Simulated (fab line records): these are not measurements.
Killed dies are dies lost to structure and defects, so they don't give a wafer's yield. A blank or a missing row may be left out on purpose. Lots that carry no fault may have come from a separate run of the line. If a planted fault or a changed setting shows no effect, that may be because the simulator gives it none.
Chamber matching	flow berkeleyCmos170	4 sister chambers for UCB170_PWELL_ETCH_14 on rieDiel-03
The step etches Si3N4 in CH3F/Ar/O2, stops on SiO2, target depth 242 nm, time 153.4 s. 7 wafers are shown with their chamber, then 7 later ones without.

## WAFERS WITH THEIR CHAMBER
wafer	chamber	drypumpMotorCurrentA (A)	throttleValvePct (%)
L357.6	2	5.2	8.12
L360.3	2	5.2	8.13
L364.1	1	5.1	7.95
L364.2	3	5.3	7.93
L364.3	0	4.8	8.02
L366.1	3	5.3	7.95
L366.2	0	4.7	8.00

## WAFERS WHOSE CHAMBER IS MISSING
wafer	drypumpMotorCurrentA (A)	throttleValvePct (%)
L366.3	5.1	7.94
L368.2	4.7	8.01
L368.4	5.2	8.11
L368.5	5.3	8.12
L375.4	4.8	8.00
L375.5	5.0	7.96
L375.6	4.7	8.00

## THE CHAMBER EACH PASSED THROUGH
wafer	from the rows above	in truth
L366.3	1	1
L368.2	0	0
L368.4	2	2
L368.5	2	2
L375.4	0	0
L375.5	1	1
L375.6	0	0
Correct placement for 7 of the 7. From these rows, 0 cannot be placed. Wrongly placed: 0.
How it was worked out, from the rows above alone: a wafer's distance from a chamber is the root of the sum, over the readings, of the square of ((its reading less the chamber's mean) divided by the reading's scatter). The wafer belongs to the nearest chamber; if the next one is less than 2 further off, it can't be placed. A chamber's mean is the mean of its shown wafers. The scatter: take each reading less its chamber's mean, square it, sum over the shown wafers, divide by the number of wafers less the number of chambers, and take the root.
